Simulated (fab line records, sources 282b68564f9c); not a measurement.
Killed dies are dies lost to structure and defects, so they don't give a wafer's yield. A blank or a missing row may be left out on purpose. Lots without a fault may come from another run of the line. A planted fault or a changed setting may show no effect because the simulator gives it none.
A struck lot beside a sound one | flow rit_cmos | 17 steps out of a route of 202
Sound: wafers L473.1, L473.4, L473.5. Struck: wafers L477.1, L477.5, L477.6. The cause comes at the end.
At each step with rows: each side's tool, then ch and its chambers, then its first start. Under that, the readings that differ: sound wafers | struck wafers | difference of the means | sigmas: that difference in standard deviations of wafers without a fault.
alike: readings whose means differ by less than 2 such deviations, and words and numbers that are the same on both sides. not compared: withheld readings, readings that some wafer has no value for, bounds like >300 that may hide the same value, and numbers for which the record gives no deviation and whose values overlap.
The two part at a step that has a row with sigmas, a row that says differs or no value, or rows on one side only. Numbers that don't overlap but have no deviation are shown without sigmas and don't part them. A reading that every wafer of one side lacks parts them only if that side has two wafers or more.

RIT_NWELL_TW_MEAS_10:
  sound on film_metro-01, day 3 08:14; struck on film_metro-04, day 4 06:37
  alike: NWELL_TW
then, 6 steps without rows for these wafers: RIT_PWELL_HMDS_00 (prime time 60 s); RIT_PWELL_COAT_01 (resist thk 1300 nm); RIT_PWELL_SOFTBAKE_02 (time 60 s); RIT_PWELL_EXPOSE_03 (exposes mask M3, target cd 43700 nm); RIT_PWELL_PEB_04; RIT_PWELL_DEVELOP_05 (develop time 68 s).
RIT_PWELL_OVL_MEAS_06:
  sound on overlay-02, day 3 09:17; struck on overlay-01, day 4 07:40
  alike: PWELL_OVL
then, 2 steps without rows for these wafers: RIT_PWELL_HARDBAKE_07 (time 120 s); RIT_PWELL_IMPLANT_08.
RIT_PWELL_STRIP_09: strips in O2, time 180 s.
  sound on plasma_asher-01 ch 0,1, day 3 09:43; struck on plasma_asher-02 ch 0,1, day 4 08:07
  alike: chamber_pressure_mTorr, drypump_motor_current_A
  not compared: rf_hours_counter_h
RIT_PWELL_TW_MEAS_10:
  sound on film_metro-02, day 3 09:53; struck on film_metro-02, day 4 08:17
  alike: PWELL_TW
RIT_WELLDRIVE_ANNEAL_00: time 14700 s.
  sound on furnace-03 ch 0, day 3 11:04; struck on furnace-04 ch 0, day 4 08:36
  reading                | sound                | struck               | difference | sigmas
  spike_tc_centre_C (C)  | 1102.7 1103.4 1101.8 | 1096.1 1095.8 1096.1 | -6.6       | -6
  spike_tc_load_C (C)    | 1127.5 1129.9 1128.2 | 1121.5 1119.9 1121.2 | -7.7       | -5
  tube_center_temp_C (C) | 1099.9 1099.9 1100.1 | 1091.9 1091.8 1092.3 | -8.0       | -72
  tube_center_temp_C_max | 1103.6 1102.9 1103.0 | 1094.2 1094.4 1096.1 | -8.3       | -19
RIT_WELLDRIVE_RS_MEAS_01: measures by four-point-probe.
  sound on film_metro-02, day 3 16:09; struck on film_metro-01, day 4 13:41
  reading           | sound             | struck            | difference | sigmas
  NWELL_RS (ohm/sq) | 276.5 276.4 275.9 | 284.9 283.8 284.5 | +8.1       | +12
RIT_WELLDRIVE_RS_MEAS_02: measures by four-point-probe.
  sound on film_metro-02, day 3 16:16; struck on film_metro-01, day 4 13:48
  reading           | sound             | struck            | difference | sigmas
  PWELL_RS (ohm/sq) | 430.9 429.6 430.2 | 436.9 436.5 437.9 | +6.9       | +6
then, 1 step without rows for these wafers: RIT_NRETRO_HMDS_00 (prime time 60 s).
RIT_M1_PROBE_99:
  sound on prober-02, day 5 03:52; struck on prober-02, day 5 19:49
  reading                                | sound             | struck            | difference | sigmas
  model.etest.nwell_pinched.rs_ohm_sq    | 331.7 335.9 327.9 | 354.9 351.9 352.8 | +21.4      |
  model.etest.pwell_pinched.rs_ohm_sq    | 454.5 455.5 450.5 | 476.1 474.4 474.5 | +21.5      |
  model.etest.pwell.rs_ohm_sq            | 410.6 411.7 411.8 | 425 422.9 425.7   | +13        |
  model.etest.diode_pplus_nwell.bv_v (V) | 6.549 6.63 6.559  | 6.491 6.493 6.542 | -0.071     |
  model.etest.diode_pplus_comb.cj_ff_um2 | 2.011 2.017 2.018 | 2.046 2.046 2.039 | +0.028     |
  model.etest.cap_p_gate.c_min_ff_um2    | 2.317 2.318 2.308 | 2.34 2.335 2.341  | +0.02      |
  alike: killed_at_contacts, killed_at_front_end, killed_dies, killed_open, killed_short

WHERE THEY PART
First at RIT_WELLDRIVE_ANNEAL_00; last, within this record, at RIT_WELLDRIVE_RS_MEAS_02. Later steps at which nothing parts them and some readings are alike: RIT_M1_PROBE_99.

WHY: what the simulator had put in
Process parameter drift: furnace-04, from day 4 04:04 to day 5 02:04, at RIT_WELLDRIVE_ANNEAL_00. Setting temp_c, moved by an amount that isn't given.
